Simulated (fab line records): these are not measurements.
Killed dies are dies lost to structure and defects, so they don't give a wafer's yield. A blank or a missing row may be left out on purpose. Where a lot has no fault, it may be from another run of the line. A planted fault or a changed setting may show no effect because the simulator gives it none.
Which tool was responsible?	flow berkeley-cmos170	14 lots, 42 wafers sampled, at 5 steps of a route of 331

## WHAT THE GAUGES READ, wafer by wafer
UCB170_PWELL_THK_MEAS_03. Usual: PWELL_OXIDE_THK gives 26.2 nm (standard deviation 0.43).
lot	measured	on	PWELL_OXIDE_THK (nm)	flag
L636	day 2 18:38	film-metro-03	26.0 25.9 25.6	
L637	day 2 23:43	film-metro-01	26.1 26.2 26.6	
L638	day 2 23:43	film-metro-03	25.9 26.2 26.6	
L639	day 3 05:33	film-metro-01	26.1 25.9 25.8	
L640	day 3 14:39	film-metro-01	25.8 25.9 25.9	
L641	day 3 14:39	film-metro-03	25.8 25.7 25.4	
L642	day 3 21:50	film-metro-01	26.6 26.5 26.5	
L643	day 3 21:51	film-metro-03	26.2 26.2 26.5	
L649	day 5 12:14	film-metro-01	25.9 26.3 26.5	
L653	day 6 12:38	film-metro-03	26.4 26.6 26.8	
L654	day 6 18:00	film-metro-01	26.6 26.9 26.8	
L656	day 6 23:51	film-metro-01	25.8 26.3 25.7	
L657	day 6 23:51	film-metro-03	26.5 26.7 26.9	
L659	day 7 08:02	film-metro-04	26.8 26.7 26.4	

UCB170_CONTACT_OVL_MEAS_16. Usual: CONTACT_OVL gives 1 nm (standard deviation 5.7).
lot	measured	on	CONTACT_OVL (nm)	flag
L636	day 6 17:20	overlay-02	-8 -8 -3	
L637	day 7 07:00	overlay-01	8 7 0	
L638	day 7 07:16	overlay-02	5 -1 -2	
L639	day 7 17:09	overlay-01	0 -1 0	
L640	day 7 17:03	overlay-02	5 3 0	
L641	day 7 16:47	overlay-01	-3 5 1	
L642	day 8 05:51	overlay-02	-5 -3 -3	
L643	day 8 05:53	overlay-01	-9 -9 -11	
L649	day 9 20:15	overlay-01	6 4 3	
L653	day 10 13:47	overlay-02	14 10 10	
L654	day 10 17:46	overlay-02	3 6 8	
L656	day 11 03:49	overlay-01	4 3 5	
L657	day 11 01:23	overlay-02	3 11 1	
L659	day 11 03:16	overlay-01	4 8 1	

UCB170_V1_THK_MEAS_01. Usual: V1_TEOS_THK gives 1997 nm (standard deviation 27).
lot	measured	on	V1_TEOS_THK (nm)	flag
L636	day 7 01:00	film-metro-02	1966 1965 2011	
L637	day 7 12:32	film-metro-04	1987 2003 2011	
L638	day 7 12:27	film-metro-02	1979 2004 2031	
L639	day 7 22:12	film-metro-03	1974 1971 2000	
L640	day 7 22:06	film-metro-02	2032 2029 2038	
L641	day 7 22:06	film-metro-04	1990 1977 2021	
L642	day 8 12:36	film-metro-03	1979 1994 2013	
L643	day 8 12:37	film-metro-02	1995 2001 2056	
L649	day 10 01:53	film-metro-03	1978 1909 1981	
L653	day 10 18:53	film-metro-03	1906 2016 2033	
L654	day 11 00:16	film-metro-04	2021 2009 2009	
L656	day 11 12:56	film-metro-03	1950 1961 1973	
L657	day 11 12:47	film-metro-04	1963 1980 1989	
L659	day 11 12:47	film-metro-02	2017 1989 2011	

UCB170_M3_BOW_MEAS_20. Usual: M3_BOW gives 35 um (standard deviation 6.9).
lot	measured	on	M3_BOW (um)	flag
L636	day 7 13:57	film-metro-01	40 41 52	
L637	day 8 00:16	film-metro-01	36 26 34	
L638	day 7 23:15	film-metro-01	30 34 32	
L639	day 8 10:49	film-metro-03	41 40 43	
L640	day 8 10:00	film-metro-03	37 39 38	
L641	day 8 09:53	film-metro-02	35 42 27	
L642	day 8 23:33	film-metro-01	46 24 34	
L643	day 8 22:52	film-metro-02	37 22 31	
L649	day 10 17:12	film-metro-03	23 26 26	
L653	day 11 10:17	film-metro-02	43 32 38	
L654	day 11 11:31	film-metro-02	47 30 31	
L656	day 12 00:25	film-metro-01	25 38 33	
L657	day 11 23:47	film-metro-01	42 30 38	
L659	day 12 00:05	film-metro-02	39 47 37	

## EACH LOT AND THE TOOL THAT RAN IT (in order: tool; ch and the chambers of the sampled wafers; start)
lot	UCB170_V1_CVD_00
L636	pecvd-04 ch 1,2, day 7 00:50
L637	pecvd-01 ch 0,1, day 7 12:17
L638	pecvd-04 ch 1,2, day 7 12:17
L639	pecvd-01 ch 0,1, day 7 22:01
L640	pecvd-04 ch 0,1,2, day 7 21:57
L641	pecvd-02 ch 0,1,2, day 7 21:57
L642	pecvd-01 ch 0,2, day 8 12:27
L643	pecvd-04 ch 0,1,2, day 8 12:27
L649	pecvd-01 ch 0,1,2, day 10 01:41
L653	pecvd-01 ch 1,2, day 10 18:41
L654	pecvd-04 ch 0,1,2, day 11 00:05
L656	pecvd-02 ch 0,1,2, day 11 12:47
L657	pecvd-02 ch 1,2, day 11 12:37
L659	pecvd-04 ch 0,1, day 11 12:37
- UCB170_V1_CVD_00: deposits SiO2 from TEOS/O2, target thk 2000 nm, time 250 s.

## WHAT THE TOOLS THEMSELVES READ (means of the sampled wafers that have a number; where no wafer has one, the mark that the record gives instead)
UCB170_V1_CVD_00. Usual: heater-power-w 226 W, standard deviation 45; run-length-s 277.9 s, standard deviation 0.67; susceptor-temp-C 389.99 C, standard deviation 0.23.
lot	tool	heater-power-w (W)	run-length-s (s)	susceptor-temp-C (C)	flag
L636	pecvd-04	229	278.2	390.01	
L637	pecvd-01	254	278.3	390.08	
L638	pecvd-04	236	278.3	389.95	
L639	pecvd-01	233	278.2	389.83	
L640	pecvd-04	219	277.7	390.01	
L641	pecvd-02	274	277.7	389.91	
L642	pecvd-01	207	278.5	389.95	
L643	pecvd-04	262	277.7	389.89	
L649	pecvd-01	240	275.2	390.26	OFF
L653	pecvd-01	225	275.3	389.85	OFF
L654	pecvd-04	222	278.4	390.00	
L656	pecvd-02	249	277.7	389.91	
L657	pecvd-02	218	277.1	390.19	
L659	pecvd-04	250	278.5	390.12	

## THE ANSWER, worked out from the rows above alone
Rule: take the mean of a lot's wafers that have a number; if it is more than 3 standard deviations from the usual mean, the lot is off. A lot without any number at a reading at which 4 lots or more have one is off too. Where the step has rows for the other lots, those lots are counted as sound. After the gauges, taken in route order, come the tools' own readings; for these a lot's mean is taken, as printed above. The first step at which some lot is off is used, and at that step the reading that is off furthest; a lot without a number counts as furthest.
Off: L649, L653, at UCB170_V1_CVD_00 (run-length-s).
If a tool, at that step or one of the process steps before it, ran each lot that is off and ran no sound lot following the first of them, it fits. One fits: pecvd-01 at UCB170_V1_CVD_00. Its last sound lot is L642 (day 8 12:27), its first lot that is off L649 (day 10 01:41): a fault that began between those two fits.
The tool's own readings at UCB170_V1_CVD_00 bear it out: on the lots that are off they differ by more than 5 times the standard deviation of the sound lots' means. run-length-s reads 275.2 s there against 278.0 s on the sound lots.

## WHAT THE SIMULATOR PUT IN
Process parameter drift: pecvd-01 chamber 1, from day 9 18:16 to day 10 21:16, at UCB170_V1_CVD_00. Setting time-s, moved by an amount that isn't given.
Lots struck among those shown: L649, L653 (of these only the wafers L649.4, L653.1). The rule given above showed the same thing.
